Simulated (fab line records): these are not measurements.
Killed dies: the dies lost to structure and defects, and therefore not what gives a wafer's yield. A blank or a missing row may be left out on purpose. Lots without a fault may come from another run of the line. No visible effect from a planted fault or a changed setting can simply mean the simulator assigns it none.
fab line records	flow berkeley-cmos170
[record] lots = 16	wafers = 48	last-day = 12
route steps=331 shown NSD@194 SDANNEAL@205 PLDD@208 CONTACT@217
lots untouched by any fault: they come from a run of this same line in which no faults occurred
start-h: start of the lot's first displayed wafer, in hours after the record's first day	wait-h: time in hours since the lot's previous step	" as in the row above	L1.1+2: a single row standing in for several wafers	- no value, or no start was given	* or withheld: withheld	< > ~ a bound
route shown NAME@n: NAME is a module with steps in the file, n the number in the route of the first one	usual: mean/standard deviation taken from wafers without a fault	same: alike in all rows	chamber/n: place in a boat	sites: readings site by site	_std_site: the values' standard deviation	_edge_site: outer sites' mean less inner sites'	radius-mm: for every site, how far away it sits from the centre of the wafer	mask NAME#n: copy n	behind: the tool/chamber that last shaped the wafer	hold: the reason the lot was held/the length of the hold in hours/how it ended	device: the n, p or np transistor that did not switch	end of line: the tests these same wafers got at the end of their route	a step with no rows: only its recipe	killed: count of dies lost to structure and defects at first sort (not the wafer's yield)	map: dies across one wafer; x = killed, . = not, _ = none there
set.NAME: the setting that was run; set.NAME@STEP: the one run at that earlier step	model.NAME: the simulator's own value behind a step, which no gauge read
steps of the route over a sample of lots; a table a step, a row a wafer
services: the hour from which a tool's chamber was out of use, counted from the record's first day as start-h (under 0 if before that day), plus the number of hours and why
[[steps]]
[step UCB170_NSD_OVL_MEAS_07]
[usual] NSD_OVL = -1/7.1
lot.wafer	tool	chamber	start-h	wait-h	NSD_OVL[nm]
L562.1	overlay-02	-	142.54	0.1	-5
L562.3	"	-	"	"	-12
L562.6	"	-	"	"	-1
L563.3	overlay-02	-	143.07	0.1	-11
L563.5	"	-	"	"	-8
L563.6	"	-	"	"	-3
L564.1	overlay-01	-	158.45	0.1	-2
L564.3	"	-	"	"	3
L564.6	"	-	"	"	9
L565.1	overlay-02	-	158.79	0.1	-1
L565.3	"	-	"	"	-1
L565.5	"	-	"	"	-7
L567.2	overlay-02	-	166.25	0.1	1
L567.3	"	-	"	"	-4
L567.4	"	-	"	"	6
L568.3	overlay-02	-	166.48	0.1	-5
L568.4	"	-	"	"	-7
L568.5	"	-	"	"	-2
L566.2	overlay-02	-	166.53	0.1	9
L566.4	"	-	"	"	0
L566.5	"	-	"	"	16
L570.3	overlay-02	-	167.88	0.1	-7
L570.4	"	-	"	"	-7
L570.6	"	-	"	"	3
L569.1	overlay-01	-	168.01	0.1	-1
L569.3	"	-	"	"	-9
L569.6	"	-	"	"	-3
L572.2	overlay-02	-	192.82	0.1	-10
L572.3	"	-	"	"	-7
L572.4	"	-	"	"	-14
L575.1	overlay-02	-	200.38	0.1	-1
L575.4	"	-	"	"	4
L575.6	"	-	"	"	8
L579.3	overlay-01	-	219.18	0.1	-6
L579.4	"	-	"	"	-6
L579.6	"	-	"	"	-4
L585.2	overlay-01	-	255.46	0.1	-2
L585.3	"	-	"	"	-2
L585.6	"	-	"	"	-5
L581.4	overlay-02	-	255.84	0.1	0
L581.5	"	-	"	"	-3
L581.6	"	-	"	"	0
L583.3	overlay-02	-	263.62	0.1	10
L583.4	"	-	"	"	10
L583.5	"	-	"	"	6
L584.1	overlay-02	-	269.38	0.1	-14
L584.2	"	-	"	"	-6
L584.5	"	-	"	"	-23
[step UCB170_SDANNEAL_RTA_01]
[recipe] temp-c = 1050	time-s = 5	ambient = N2
[usual] lamp-power-pct = 38.5/0.3	wafer_temp_C_max = 1054.3/0.94
[same] time-s = 5
lot.wafer	tool	chamber	start-h	wait-h	lamp-power-pct	wafer_temp_C_max
L562.1	rtp-anneal-02	0	144.39	0.1	38.2	1053.6
L562.3	"	0	"	"	38.2	1054.7
L562.6	"	0	"	"	38.2	1053.7
L563.3	rtp-anneal-01	0	145.05	0.1	38.8	1055.9
L563.5	"	0	"	"	38.8	1053.7
L563.6	"	0	"	"	38.8	1054.4
L564.1	rtp-anneal-01	0	160.08	0.1	38.7	1052.7
L564.3	"	0	"	"	38.8	1054.1
L564.6	"	0	"	"	38.8	1054.7
L565.1	rtp-anneal-02	0	160.22	0.1	38.2	1054.6
L565.3	"	0	"	"	38.2	1054.3
L565.5	"	0	"	"	38.2	1053.7
L567.2	rtp-anneal-02	0	167.67	0.1	38.2	1054.7
L567.3	"	0	"	"	38.2	1055.9
L567.4	"	0	"	"	38.1	1054.2
L568.3	rtp-anneal-01	0	167.85	0.1	38.8	1053.7
L568.4	"	0	"	"	38.8	1053.1
L568.5	"	0	"	"	38.8	1053.6
L566.2	rtp-anneal-02	0	167.97	0.1	38.2	1055.6
L566.4	"	0	"	"	38.3	1055.3
L566.5	"	0	"	"	38.2	1054.0
L570.3	rtp-anneal-01	0	169.25	0.1	38.8	1052.4
L570.4	"	0	"	"	38.8	1054.0
L570.6	"	0	"	"	38.8	1053.7
L569.1	rtp-anneal-02	0	169.43	0.1	38.2	1055.1
L569.3	"	0	"	"	38.2	1054.7
L569.6	"	0	"	"	38.3	1053.2
L572.2	rtp-anneal-02	0	194.20	0.1	38.2	1053.9
L572.3	"	0	"	"	38.2	1054.4
L572.4	"	0	"	"	38.3	1054.7
L575.1	rtp-anneal-01	0	201.72	0.1	38.8	1053.9
L575.4	"	0	"	"	38.9	1054.1
L575.6	"	0	"	"	38.8	1053.8
L579.3	rtp-anneal-01	0	220.53	0.1	38.8	1053.8
L579.4	"	0	"	"	38.8	1053.3
L579.6	"	0	"	"	38.8	1053.1
L585.2	rtp-anneal-01	0	256.83	0.1	38.8	1054.7
L585.3	"	0	"	"	38.8	1052.7
L585.6	"	0	"	"	38.8	1052.7
L581.4	rtp-anneal-01	0	257.50	0.1	38.8	1053.8
L581.5	"	0	"	"	38.8	1055.2
L581.6	"	0	"	"	38.8	1053.4
L583.3	rtp-anneal-02	0	265.34	0.1	38.2	1054.4
L583.4	"	0	"	"	38.2	1054.4
L583.5	"	0	"	"	38.2	1054.9
L584.1	rtp-anneal-01	0	270.69	0.1	38.8	1054.8
L584.2	"	0	"	"	38.8	1054.8
L584.5	"	0	"	"	38.8	1054.1
[step UCB170_SDANNEAL_RS_MEAS_04]
[recipe] thk-meas-gauge = four-point-probe
[usual] PLDD_RS = 1031.6/2.8
lot.wafer	tool	chamber	start-h	wait-h	PLDD_RS[ohm/sq]
L562.1	film-metro-01	-	144.69	0.1	1033.4
L562.3	"	-	"	"	1031.3
L562.6	"	-	"	"	1031.4
L563.3	film-metro-02	-	145.40	0.1	1036.9
L563.5	"	-	"	"	1034.2
L563.6	"	-	"	"	1034.1
L564.1	film-metro-01	-	160.37	0.1	1029.4
L564.3	"	-	"	"	1028.7
L564.6	"	-	"	"	1031.4
L565.1	film-metro-02	-	160.52	0.1	1036.8
L565.3	"	-	"	"	1036.8
L565.5	"	-	"	"	1038.0
L567.2	film-metro-01	-	167.98	0.1	1030.2
L567.3	"	-	"	"	1032.9
L567.4	"	-	"	"	1032.0
L568.3	film-metro-04	-	168.17	0.1	1027.3
L568.4	"	-	"	"	1029.9
L568.5	"	-	"	"	1029.0
L566.2	film-metro-02	-	168.27	0.1	1035.6
L566.4	"	-	"	"	1037.3
L566.5	"	-	"	"	1040.1
L570.3	film-metro-01	-	169.57	0.1	1033.5
L570.4	"	-	"	"	1032.9
L570.6	"	-	"	"	1031.0
L569.1	film-metro-04	-	169.73	0.1	1029.7
L569.3	"	-	"	"	1031.7
L569.6	"	-	"	"	1028.0
L572.2	film-metro-04	-	194.51	0.1	1030.4
L572.3	"	-	"	"	1031.0
L572.4	"	-	"	"	1030.1
L575.1	film-metro-01	-	202.03	0.1	1031.6
L575.4	"	-	"	"	1033.5
L575.6	"	-	"	"	1031.9
L579.3	film-metro-01	-	220.85	0.1	1035.0
L579.4	"	-	"	"	1033.8
L579.6	"	-	"	"	1036.1
L585.2	film-metro-02	-	257.14	0.1	1027.4
L585.3	"	-	"	"	1027.0
L585.6	"	-	"	"	1031.0
L581.4	film-metro-04	-	257.83	0.1	1031.2
L581.5	"	-	"	"	1030.0
L581.6	"	-	"	"	1031.4
L583.3	film-metro-01	-	265.66	0.1	1028.6
L583.4	"	-	"	"	1030.6
L583.5	"	-	"	"	1029.4
L584.1	film-metro-01	-	270.99	0.1	1027.4
L584.2	"	-	"	"	1027.8
L584.5	"	-	"	"	1028.7
[step UCB170_CONTACT_CVD_01]
[recipe] material = PSG	target-thk-nm = 700	temp-c = 450	precursor = SiH4/O2/PH3	time-s = 2876	pressure-mtorr = 300	sih4-flow-sccm = 60	o2-flow-sccm = 90	ph3-flow-sccm = 25
[usual] pressure-mtorr = 300.1/0.56
[same] time-s = 2876
lot.wafer	tool	chamber	start-h	wait-h	pressure-mtorr
L562.1	lpcvd-02	1	145.48	0.0	300.3
L562.3	"	1	"	"	299.3
L562.6	"	1	"	"	299.8
L563.3	lpcvd-01	1	147.07	0.9	300.7
L563.5	"	1	"	"	299.9
L563.6	"	1	"	"	300.2
L564.1	lpcvd-02	1	161.18	0.0	298.8
L564.3	"	1	"	"	299.7
L564.6	"	1	"	"	299.9
L565.1	lpcvd-02	0	162.96	1.6	450.7
L565.3	"	0	"	"	449.9
L565.5	"	0	"	"	450.5
L566.2	lpcvd-02	0	169.88	0.7	450.2
L566.4	"	0	"	"	448.9
L566.5	"	0	"	"	449.3
L567.2	lpcvd-02	1	169.88	1.1	449.8
L567.3	"	1	"	"	449.4
L567.4	"	1	"	"	450.0
L568.3	lpcvd-02	1	169.88	0.9	449.5
L568.4	"	1	"	"	450.4
L568.5	"	1	"	"	450.0
L569.1	lpcvd-01	1	170.60	0.1	300.5
L569.3	"	1	"	"	300.7
L569.6	"	1	"	"	300.1
L570.3	lpcvd-01	1	170.60	0.3	300.0
L570.4	"	1	"	"	299.5
L570.6	"	1	"	"	300.1
L572.2	lpcvd-01	0	195.29	0.0	299.2
L572.3	"	0	"	"	299.1
L572.4	"	0	"	"	300.6
L575.1	lpcvd-01	1	203.58	0.7	300.2
L575.4	"	1	"	"	301.1
L575.6	"	1	"	"	301.1
L579.3	lpcvd-01	1	222.46	0.8	300.6
L579.4	"	1	"	"	300.2
L579.6	"	1	"	"	300.8
L585.2	lpcvd-01	1	258.08	0.0	300.9
L585.3	"	1	"	"	300.9
L585.6	"	1	"	"	300.2
L581.4	lpcvd-02	1	259.46	0.8	299.2
L581.5	"	1	"	"	300.8
L581.6	"	1	"	"	300.4
L583.3	lpcvd-01	0	266.63	0.2	300.2
L583.4	"	0	"	"	300.2
L583.5	"	0	"	"	301.4
L584.1	lpcvd-01	1	272.66	0.8	300.3
L584.2	"	1	"	"	300.3
L584.5	"	1	"	"	300.5
[step UCB170_CONTACT_THK_MEAS_02]
[recipe] reads = PSG_of_CONTACT_CVD_01
[usual] CONTACT_PSG_THK = 718/6.5
lot.wafer	tool	chamber	start-h	wait-h	CONTACT_PSG_THK[nm]
L562.1	film-metro-01	-	148.16	0.0	729
L562.3	"	-	"	"	730
L562.6	"	-	"	"	731
L563.3	film-metro-01	-	148.87	0.0	713
L563.5	"	-	"	"	719
L563.6	"	-	"	"	719
L564.1	film-metro-01	-	162.96	0.0	720
L564.3	"	-	"	"	720
L564.6	"	-	"	"	718
L565.1	film-metro-03	-	166.98	0.0	868
L565.3	"	-	"	"	873
L565.5	"	-	"	"	873
L569.1	film-metro-03	-	172.39	0.0	722
L569.3	"	-	"	"	713
L569.6	"	-	"	"	717
L570.3	film-metro-02	-	172.41	0.0	713
L570.4	"	-	"	"	708
L570.6	"	-	"	"	717
L566.2	film-metro-02	-	172.56	0.0	897
L566.4	"	-	"	"	891
L566.5	"	-	"	"	889
L567.2	film-metro-01	-	172.56	0.0	888
L567.3	"	-	"	"	892
L567.4	"	-	"	"	884
L568.3	film-metro-03	-	172.57	0.0	872
L568.4	"	-	"	"	868
L568.5	"	-	"	"	866
L572.2	film-metro-02	-	197.08	0.0	720
L572.3	"	-	"	"	723
L572.4	"	-	"	"	717
L575.1	film-metro-01	-	205.36	0.0	719
L575.4	"	-	"	"	719
L575.6	"	-	"	"	716
L579.3	film-metro-01	-	224.27	0.0	718
L579.4	"	-	"	"	721
L579.6	"	-	"	"	719
L585.2	film-metro-01	-	259.87	0.0	711
L585.3	"	-	"	"	715
L585.6	"	-	"	"	713
L581.4	film-metro-02	-	261.27	0.0	714
L581.5	"	-	"	"	707
L581.6	"	-	"	"	713
L583.3	film-metro-01	-	268.44	0.0	707
L583.4	"	-	"	"	714
L583.5	"	-	"	"	708
L584.1	film-metro-02	-	274.45	0.0	721
L584.2	"	-	"	"	724
L584.5	"	-	"	"	717
[step UCB170_CONTACT_ETCH_18]
[recipe] chemistry = CHF3/CF4/Ar	target = PSG	stop-on = TiSi2	CHF3_flow_sccm = 45	cf4-flow-sccm = 15	Ar_flow_sccm = 150	pressure-mtorr = 200	rf-w = 700	target-depth-a = 8400	over-etch-frac = 0.2	time-s = 195
[usual] drypump-motor-current-A = 5.7/0.59	oes-product-au = 0.914/0.014	throttle-valve-pct = 6.96/0.11
[same] time-s = 195
lot.wafer	tool	chamber	start-h	wait-h	drypump-motor-current-A	oes-product-au	rf-hours-counter-h	throttle-valve-pct
L562.1	rie-diel-04	1	-	-	6.4	0.945	0	6.85
L562.3	"	0	"	"	5.8	0.932	62	7.05
L562.6	"	1	"	"	6.4	0.951	-	6.85
L563.3	rie-diel-04	0	-	-	5.8	0.911	62	7.05
L563.5	"	1	"	"	6.4	0.937	-	6.85
L563.6	"	2	"	"	4.8	0.930	-	7.00
L564.1	rie-diel-04	2	-	-	4.8	0.926	144	7.00
L564.3	"	1	"	"	6.4	0.936	1	6.86
L564.6	"	2	"	"	4.8	0.925	-	7.00
L565.1	rie-diel-02	1	-	-	5.3	0.981	8	7.06
L565.3	"	3	"	"	6.0	0.963	149	7.14
L565.5	"	1	"	"	5.3	0.978	-	7.06
L570.3	rie-diel-03	3	-	-	5.6	0.916	132	7.18
L570.4	"	2	"	"	6.0	0.901	-	6.81
L570.6	"	1	"	"	6.0	0.914	-	6.92
L569.1	rie-diel-02	1	-	-	5.3	0.917	8	7.04
L569.3	"	0	"	"	6.8	0.899	4	6.87
L569.6	"	1	"	"	5.3	0.919	-	7.05
L567.2	rie-diel-04	2	-	-	4.8	1.014	144	6.98
L567.3	"	3	"	"	5.1	0.994	131	7.01
L567.4	"	1	"	"	6.4	1.023	1	6.84
L566.2	rie-diel-03	1	-	-	6.0	1.028	17	6.91
L566.4	"	1	"	"	6.0	1.018	-	6.89
L566.5	"	2	"	"	6.0	0.988	-	6.78
L568.3	rie-diel-04	0	-	-	5.8	1.003	64	7.05
L568.4	"	1	"	"	6.4	1.020	2	6.85
L568.5	"	2	"	"	4.8	1.010	-	7.01
L572.2	rie-diel-02	0	-	-	6.8	0.905	5	6.87
L572.3	"	1	"	"	5.3	0.925	9	7.04
L572.4	"	0	"	"	6.8	0.906	-	6.87
L575.1	rie-diel-03	0	-	-	5.6	0.920	49	6.91
L575.4	"	2	"	"	6.0	0.919	19	6.80
L575.6	"	0	"	"	5.6	0.919	-	6.93
L579.3	rie-diel-04	0	-	-	5.8	0.916	-	7.03
L579.4	"	1	"	"	6.4	0.940	-	6.86
L579.6	"	1	"	"	6.4	0.937	-	6.86
L585.2	rie-diel-03	2	-	-	6.0	0.897	21	6.80
L585.3	"	1	"	"	6.0	0.917	21	6.92
L585.6	"	2	"	"	6.0	0.907	-	6.80
L581.4	rie-diel-02	1	-	-	5.3	0.903	13	7.04
L581.5	"	0	"	"	6.8	0.904	-	6.87
L581.6	"	1	"	"	5.3	0.911	-	7.05
L583.3	rie-diel-02	3	-	-	6.0	0.914	2	7.14
L583.4	"	0	"	"	6.8	0.904	9	6.87
L583.5	"	2	"	"	4.9	0.895	-	6.88
L584.1	rie-diel-04	1	-	-	6.4	0.939	6	6.85
L584.2	"	2	"	"	4.8	0.906	2	6.99
L584.5	"	2	"	"	4.8	0.894	-	7.00
[[services]]
tool	chamber	start-h	hours	kind
rie-diel-04	1	127.79	-	clean
rie-diel-04	1	127.79	21.2	scheduled-down
rie-diel-04	1	127.79	21.2	vent-cycle
lpcvd-01	-	157.26	11.4	repair
rie-diel-03	0	167.99	8.6	repair
rie-diel-04	3	169.55	5.0	repair
rie-diel-02	3	194.09	-	clean
rie-diel-02	3	194.09	21.7	scheduled-down
rie-diel-02	3	194.09	21.7	vent-cycle
lpcvd-02	-	208.67	0.5	repair
rie-diel-03	-	211.11	14.6	pm
rie-diel-04	2	211.99	-	clean
rie-diel-04	2	211.99	18.0	scheduled-down
rie-diel-04	2	211.99	18.0	vent-cycle
rie-diel-04	1	221.18	6.1	repair
lpcvd-01	-	225.36	0.9	repair
rie-diel-04	3	228.08	3.4	repair
rie-diel-04	1	230.87	16.2	repair
rie-diel-03	3	253.36	-	clean
rie-diel-03	3	253.36	17.7	scheduled-down
rie-diel-03	3	253.36	17.7	vent-cycle
rie-diel-04	3	265.19	-	clean
rie-diel-04	3	265.19	31.7	scheduled-down
rie-diel-04	3	265.19	31.7	vent-cycle
[[key]]
[first-sign] step = UCB170_CONTACT_CVD_01	reading = pressure-mtorr	direction = up	sigmas = 99+	usual = 300.1	struck = 449.9
[effect] step = UCB170_CONTACT_THK_MEAS_02	reading = CONTACT_PSG_THK	direction = up	sigmas = 25	usual = 718	struck = 880
[effect] step = UCB170_CONTACT_ETCH_18	reading = oes-product-au	direction = up	sigmas = 6.2	usual = 0.914	struck = 1.002
met-at UCB170_CONTACT_CVD_01
struck-lots L565,L566,L567,L568
later-rows-left-out L565.1,L565.3,L565.5,L566.2,L566.4,L566.5,L567.2,L567.4,L568.3,L568.4,L568.5
sort-left-out L565.1,L565.3,L565.5,L566.2,L566.4,L566.5,L567.2,L567.3,L567.4,L568.3,L568.4,L568.5
tester-left-out L565,L566,L567,L568
not-acting-at UCB170_NSD_OVL_MEAS_07,UCB170_SDANNEAL_RTA_01,UCB170_SDANNEAL_RS_MEAS_04
[fault] kind = process-parameter-drift	tool = lpcvd-02	chamber = -	onset-h = 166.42	steps = UCB170_CONTACT_CVD_01	channel = pressure-mtorr	offset = 150	shape = step	end-h = 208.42	acts-in = these-recipes-only	stated = 300
// tester-left-out: of these lots the tester's yield and bins aren't shown, on N5 and GAA mostly nor the transistor test; their killed dies are dies lost to structure and defects alone, not to doping, threshold or leakage, so they don't give the yield
// sort-left-out: the simulated sort isn't trusted on such a fault, so these wafers' sort isn't shown, and their yield isn't known
// later-rows-left-out: the simulator's readings of these wafers behind a module that went badly wrong aren't trusted and aren't shown, but for the sort
